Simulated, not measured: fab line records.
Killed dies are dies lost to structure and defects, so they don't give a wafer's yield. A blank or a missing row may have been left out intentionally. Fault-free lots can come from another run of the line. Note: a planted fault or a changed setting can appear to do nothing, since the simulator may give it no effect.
What tool caused it? + flow rit cmos + 42 wafers from 14 lots sampled at 6 of the route's 202 steps

== WHAT THE GAUGES SHOWED, per wafer ==
RIT_SDANNEAL_RS_MEAS_04: measurement is done with a four-point probe. Usual: for PSD_RS the level is 115.74 ohm/sq and the standard deviation is 0.27.
| lot  | measured    | on            | PSD_RS (ohm/sq)      | flag |
|------|-------------|---------------|----------------------|------|
| L501 | day 3 10:31 | film metro-01 | 115.35 115.71 115.52 |      |
| L503 | day 3 23:33 | film metro-04 | 115.90 116.00 116.07 |      |
| L506 | day 4 16:08 | film metro-04 | 115.59 115.78 115.24 |      |
| L507 | day 4 20:50 | film metro-01 | 115.62 115.51 116.01 |      |
| L508 | day 5 00:39 | film metro-01 | 115.40 115.75 115.80 |      |
| L509 | day 5 01:04 | film metro-02 | 115.50 115.31 115.53 |      |
| L510 | day 5 09:14 | film metro-02 | 115.78 115.72 115.62 |      |
| L511 | day 5 13:40 | film metro-01 | 115.52 115.77 115.66 |      |
| L512 | day 5 19:32 | film metro-01 | 115.74 115.57 115.39 |      |
| L513 | day 5 23:28 | film metro-04 | 115.89 115.74 116.20 |      |
| L515 | day 6 10:53 | film metro-02 | 113.22 113.83 114.03 | OFF  |
| L517 | day 6 18:58 | film metro-04 | 113.83 113.74 113.80 | OFF  |
| L518 | day 6 20:58 | film metro-01 | 116.01 115.68 116.35 |      |
| L522 | day 7 17:50 | film metro-04 | 115.81 115.55 115.63 |      |

RIT_SDANNEAL_RS_MEAS_06: measurement is done with a four-point probe. Usual: for PLDD_RS the level is 177.0 ohm/sq and the standard deviation is 0.4.
| lot  | measured    | on            | PLDD_RS (ohm/sq)  | flag |
|------|-------------|---------------|-------------------|------|
| L501 | day 3 10:46 | film metro-01 | 176.6 177.2 176.8 |      |
| L503 | day 3 23:47 | film metro-04 | 177.4 177.6 177.6 |      |
| L506 | day 4 16:23 | film metro-04 | 176.9 176.6 177.4 |      |
| L507 | day 4 21:04 | film metro-01 | 176.8 176.8 177.4 |      |
| L508 | day 5 00:53 | film metro-01 | 176.4 177.1 176.9 |      |
| L509 | day 5 01:18 | film metro-02 | 176.4 176.8 176.4 |      |
| L510 | day 5 09:28 | film metro-02 | 177.0 176.9 176.4 |      |
| L511 | day 5 13:54 | film metro-01 | 176.5 176.1 176.7 |      |
| L512 | day 5 19:47 | film metro-01 | 177.3 177.0 176.9 |      |
| L513 | day 5 23:43 | film metro-04 | 177.3 177.1 177.5 |      |
| L515 | day 6 11:07 | film metro-02 | 175.1 175.1 175.2 | OFF  |
| L517 | day 6 19:13 | film metro-04 | 174.6 174.4 175.3 | OFF  |
| L518 | day 6 21:12 | film metro-01 | 177.0 177.1 177.3 |      |
| L522 | day 7 18:05 | film metro-04 | 177.4 177.3 177.9 |      |

RIT_SILICIDE_THK_MEAS_03: measures by xrf. Usual: for SILICIDE_TI_THK the level is 30.7 nm and the standard deviation is 0.33.
| lot  | measured    | on            | SILICIDE_TI_THK (nm) | flag |
|------|-------------|---------------|----------------------|------|
| L501 | day 3 11:16 | film metro-03 | 30.6 30.8 30.0       |      |
| L503 | day 4 00:18 | film metro-03 | 30.7 31.0 30.9       |      |
| L506 | day 4 16:53 | film metro-03 | 30.7 30.2 30.4       |      |
| L507 | day 4 21:36 | film metro-04 | 30.2 30.3 30.1       |      |
| L508 | day 5 01:25 | film metro-03 | 30.7 30.7 30.5       |      |
| L509 | day 5 01:49 | film metro-01 | 30.8 30.6 30.6       |      |
| L510 | day 5 09:59 | film metro-03 | 30.7 30.1 30.2       |      |
| L511 | day 5 14:25 | film metro-04 | 30.2 30.5 30.4       |      |
| L512 | day 5 20:17 | film metro-03 | 30.4 30.2 30.6       |      |
| L513 | day 6 00:13 | film metro-04 | 30.1 29.9 30.3       |      |
| L515 | day 6 11:37 | film metro-03 | 31.6 31.5 31.3       |      |
| L517 | day 6 19:44 | film metro-01 | 31.1 31.2 30.8       |      |
| L518 | day 6 21:43 | film metro-01 | 31.1 30.8 30.8       |      |
| L522 | day 7 18:35 | film metro-04 | 30.3 31.1 30.3       |      |

== WHAT TOOL EACH LOT RAN ON (gives the tool, then ch and the chambers of the sampled wafers, and finally the start) ==
| lot  | RIT_GATE_STRIP_20                   | RIT_NSD_STRIP_09                    | RIT_SDANNEAL_RTA_03             |
|------|-------------------------------------|-------------------------------------|---------------------------------|
| L501 | plasma asher-01 ch 0,1, day 2 22:13 | plasma asher-03 ch 0,1, day 3 08:17 | rtp anneal-02 ch 0, day 3 10:27 |
| L503 | plasma asher-02 ch 0,1, day 3 10:44 | plasma asher-03 ch 0,1, day 3 21:27 | rtp anneal-02 ch 0, day 3 23:29 |
| L506 | plasma asher-01 ch 0,1, day 4 00:01 | plasma asher-04 ch 0,1, day 4 13:51 | rtp anneal-01 ch 0, day 4 16:01 |
| L507 | plasma asher-01 ch 0,1, day 4 08:32 | plasma asher-03 ch 0,1, day 4 18:35 | rtp anneal-02 ch 0, day 4 20:47 |
| L508 | plasma asher-01 ch 0, day 4 11:13   | plasma asher-02 ch 1, day 4 22:14   | rtp anneal-01 ch 0, day 5 00:32 |
| L509 | plasma asher-03 ch 0,1, day 4 11:28 | plasma asher-04 ch 0,1, day 4 22:48 | rtp anneal-02 ch 0, day 5 00:59 |
| L510 | plasma asher-02 ch 0,1, day 4 20:49 | plasma asher-04 ch 0,1, day 5 07:09 | rtp anneal-01 ch 0, day 5 09:10 |
| L511 | plasma asher-01 ch 0,1, day 5 00:01 | plasma asher-02 ch 0,1, day 5 11:34 | rtp anneal-02 ch 0, day 5 13:36 |
| L512 | plasma asher-03 ch 0,1, day 5 07:05 | plasma asher-02 ch 0,1, day 5 17:21 | rtp anneal-01 ch 0, day 5 19:28 |
| L513 | plasma asher-03 ch 0,1, day 5 10:59 | plasma asher-02 ch 0,1, day 5 21:05 | rtp anneal-02 ch 0, day 5 23:24 |
| L515 | plasma asher-01 ch 0,1, day 5 19:56 | plasma asher-02 ch 0,1, day 6 08:29 | rtp anneal-02 ch 0, day 6 10:48 |
| L517 | plasma asher-02 ch 0,1, day 6 05:45 | plasma asher-03 ch 0,1, day 6 16:46 | rtp anneal-02 ch 0, day 6 18:55 |
| L518 | plasma asher-02 ch 0,1, day 6 07:25 | plasma asher-02 ch 0,1, day 6 18:51 | rtp anneal-01 ch 0, day 6 20:54 |
| L522 | plasma asher-01 ch 0, day 7 04:10   | plasma asher-04 ch 1, day 7 15:37   | rtp anneal-01 ch 0, day 7 17:46 |
- RIT_GATE_STRIP_20: strips in O2, time 180 s.
- RIT_NSD_STRIP_09: strips in O2, time 180 s.
- RIT_SDANNEAL_RTA_03: time 5 s.

== AS READ BY THE TOOLS THEMSELVES (means over the sampled wafers that have a number; for cases with no such wafer, the mark the record gives instead) ==
RIT_GATE_STRIP_20. Usual: drypump motor current A 5.5 A, standard deviation 0.56; o2 flow sccm 4001 sccm, standard deviation 13.
| lot  | tool            | drypump motor current A (A) | o2 flow sccm (sccm) | flag |
|------|-----------------|-----------------------------|---------------------|------|
| L501 | plasma asher-01 | 5.9                         | 3996                |      |
| L503 | plasma asher-02 | 5.2                         | 3984                |      |
| L506 | plasma asher-01 | 5.8                         | 3986                |      |
| L507 | plasma asher-01 | 5.9                         | 4015                |      |
| L508 | plasma asher-01 | 4.9                         | 4006                |      |
| L509 | plasma asher-03 | 5.4                         | 4016                |      |
| L510 | plasma asher-02 | 5.3                         | 4013                |      |
| L511 | plasma asher-01 | 5.9                         | 4006                |      |
| L512 | plasma asher-03 | 5.4                         | 4021                |      |
| L513 | plasma asher-03 | 5.4                         | 4006                |      |
| L515 | plasma asher-01 | 5.4                         | 4003                |      |
| L517 | plasma asher-02 | 5.2                         | 3998                |      |
| L518 | plasma asher-02 | 5.2                         | 4003                |      |
| L522 | plasma asher-01 | 4.9                         | 3997                |      |

RIT_NSD_STRIP_09. Usual: drypump motor current A 5.5 A, standard deviation 0.45; o2 flow sccm 4002 sccm, standard deviation 11.
| lot  | tool            | drypump motor current A (A) | o2 flow sccm (sccm) | flag |
|------|-----------------|-----------------------------|---------------------|------|
| L501 | plasma asher-03 | 5.4                         | 3996                |      |
| L503 | plasma asher-03 | 5.4                         | 4012                |      |
| L506 | plasma asher-04 | 5.8                         | 4000                |      |
| L507 | plasma asher-03 | 5.4                         | 3998                |      |
| L508 | plasma asher-02 | 5.1                         | 4003                |      |
| L509 | plasma asher-04 | 6.2                         | 4013                |      |
| L510 | plasma asher-04 | 5.8                         | 3999                |      |
| L511 | plasma asher-02 | 5.3                         | 4004                |      |
| L512 | plasma asher-02 | 5.3                         | 3998                |      |
| L513 | plasma asher-02 | 5.2                         | 3998                |      |
| L515 | plasma asher-02 | 5.3                         | 4004                |      |
| L517 | plasma asher-03 | 5.4                         | 4003                |      |
| L518 | plasma asher-02 | 5.3                         | 3999                |      |
| L522 | plasma asher-04 | 6.6                         | 4002                |      |

RIT_SDANNEAL_RTA_03. Usual: 1053.3 for wafer_temp_C_max, sd 1.1.
| lot  | tool          | wafer_temp_C_max | flag |
|------|---------------|------------------|------|
| L501 | rtp anneal-02 | 1053.2           |      |
| L503 | rtp anneal-02 | 1053.4           |      |
| L506 | rtp anneal-01 | 1054.1           |      |
| L507 | rtp anneal-02 | 1053.8           |      |
| L508 | rtp anneal-01 | 1053.1           |      |
| L509 | rtp anneal-02 | 1053.5           |      |
| L510 | rtp anneal-01 | 1053.0           |      |
| L511 | rtp anneal-02 | 1053.0           |      |
| L512 | rtp anneal-01 | 1052.9           |      |
| L513 | rtp anneal-02 | 1053.4           |      |
| L515 | rtp anneal-02 | 1053.3           |      |
| L517 | rtp anneal-02 | 1053.1           |      |
| L518 | rtp anneal-01 | 1052.3           |      |
| L522 | rtp anneal-01 | 1053.5           |      |

== THE ANSWER, worked out from the rows above alone ==
Rule: lot off if the mean of its wafers having a number is beyond 3 standard deviations from the usual mean. A lot without any number at a reading at which 4 lots or more have one is off too. Where the step has rows for the other lots, those lots are counted as sound. First the gauges in route order, then the tools' own readings, where a lot's mean is used as printed above. At the first step where some lot is off, the reading lying furthest off is the one used; lots without a number count as furthest.
Off: L515, L517, seen at RIT_SDANNEAL_RS_MEAS_04 (PSD_RS).
A tool fits if, at a process step before that reading, it ran every lot that is off, and no sound lot after the first of them. Gauges at RIT_SDANNEAL_RS_MEAS_04: tried the same way as those tools. One fits: rtp anneal-02 at RIT_SDANNEAL_RTA_03. Its last sound lot is L513 (day 5 23:24), its first lot that is off L515 (day 6 10:48): a fault that began between those two fits.

== WHAT THE SIMULATOR HAD INSERTED ==
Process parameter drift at RIT_SDANNEAL_RTA_03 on rtp anneal-02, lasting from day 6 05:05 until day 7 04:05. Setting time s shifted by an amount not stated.
Lots struck among those shown: L515, L517. The rule above found the same.
